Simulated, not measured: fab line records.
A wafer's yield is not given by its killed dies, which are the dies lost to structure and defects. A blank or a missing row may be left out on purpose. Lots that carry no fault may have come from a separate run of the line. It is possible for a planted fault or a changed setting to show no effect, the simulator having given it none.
Split-lot study ; flow rit_cmos ; 5 lots, 23 wafers read, on a route of 202 steps

== ON THE SPLIT ==
At RIT_PRETRO_IMPLANT_08, the setting dose_cm2 was moved away from the recipe's 1.2e+13 on 9 of the 23 wafers read, by -5.8% to -3.6%. For the rest of the wafers, this setting stayed at what the recipe calls for.

== FROM THE SPLIT ON TO THE READING: in between, the file shows 1 step ==
- RIT_PRETRO_STRIP_09: strips in O2, time 180 s

== THE READING ==
PRETRO_TW, at RIT_PRETRO_TW_MEAS_10. Typical for fault-free wafers on this fab line: 479, with standard deviation 4.2.

wafer;tool, chamber at the split;dose_cm2 as run;against the recipe;PRETRO_TW;against lot-mates on the recipe
L076.1;implanter-04, 0;1.157e+13;-3.6%;468;-8
L076.2;implanter-04, 0;1.2e+13;recipe;475;-
L076.3;implanter-04, 0;1.157e+13;-3.6%;467;-8
L076.5;implanter-04, 0;1.157e+13;-3.6%;468;-8
L076.6;implanter-04, 0;1.2e+13;recipe;476;-
L078.1;implanter-04, 0;1.155e+13;-3.7%;477;-4
L078.2;implanter-04, 0;1.2e+13;recipe;480;-
L078.4;implanter-04, 0;1.155e+13;-3.7%;479;-2
L078.5;implanter-04, 0;1.155e+13;-3.7%;478;-4
L078.6;implanter-04, 0;1.2e+13;recipe;483;-
L080.3;implanter-04, 0;1.2e+13;recipe;483;-
L080.5;implanter-04, 0;1.2e+13;recipe;485;-
L080.6;implanter-04, 0;1.2e+13;recipe;480;-
L081.1;implanter-03, 0;1.2e+13;recipe;481;-
L081.2;implanter-03, 0;1.2e+13;recipe;481;-
L081.4;implanter-03, 0;1.2e+13;recipe;479;-
L081.5;implanter-03, 0;1.2e+13;recipe;482;-
L081.6;implanter-03, 0;1.2e+13;recipe;483;-
L082.2;implanter-04, 0;1.13e+13;-5.8%;466;-10
L082.3;implanter-04, 0;1.2e+13;recipe;476;-
L082.4;implanter-04, 0;1.13e+13;-5.8%;465;-11
L082.5;implanter-04, 0;1.13e+13;-5.8%;464;-12
L082.6;implanter-04, 0;1.2e+13;recipe;476;-

THE FIT
A straight line over all 23 wafers: PRETRO_TW changes by +2.32 for each +1% of dose_cm2; r = +0.81; the points scatter about the line by 3.9.
The same after taking each lot's own level away (the mean of its wafers on the recipe; 23 wafers): +1.75 for each +1%; r = +0.92; scatter 1.8.
According to that fit, moving dose_cm2 by its largest amount changes the reading by 10.
The span of the lots' own levels, 475.5 to 482.7, comes to 1.7 times the standard deviation stated above.
So the lot-to-lot level changes the slope: the two fits differ.
Check: for one of the wafers moved furthest among these (-5.8%), held out of the fit, the line's prediction against its lot-mates is -10.1. It came out at -10 against them.

== FURTHER SPLITS ON THESE WAFERS ==
These wafers also went through other splits before the reading. Each is held against what the fit with the lots' levels taken away leaves over:
other split on the same wafers;wafers away from the commonest value;r with PRETRO_TW (lot level and that fit taken away)
RIT_ACTIVE_OXIDATION_01 ox_time_s;18;-0.34
RIT_ACTIVE_COAT_06 resist_thk_nm;7;+0.08
RIT_ACTIVE_ETCH_13 over_etch_frac;9;+0.43
RIT_NWELL_COAT_01 resist_thk_nm;6;-0.15
RIT_PWELL_IMPLANT_08 energy_kev;4;-0.01
RIT_NRETRO_IMPLANT_08 energy_kev;6;-0.14
RIT_PRETRO_COAT_01 resist_thk_nm;7;-0.14

== THE FILE'S OWN FIT ==
PRETRO_TW changes by +1.69 for each +1% of dose_cm2, r = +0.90.
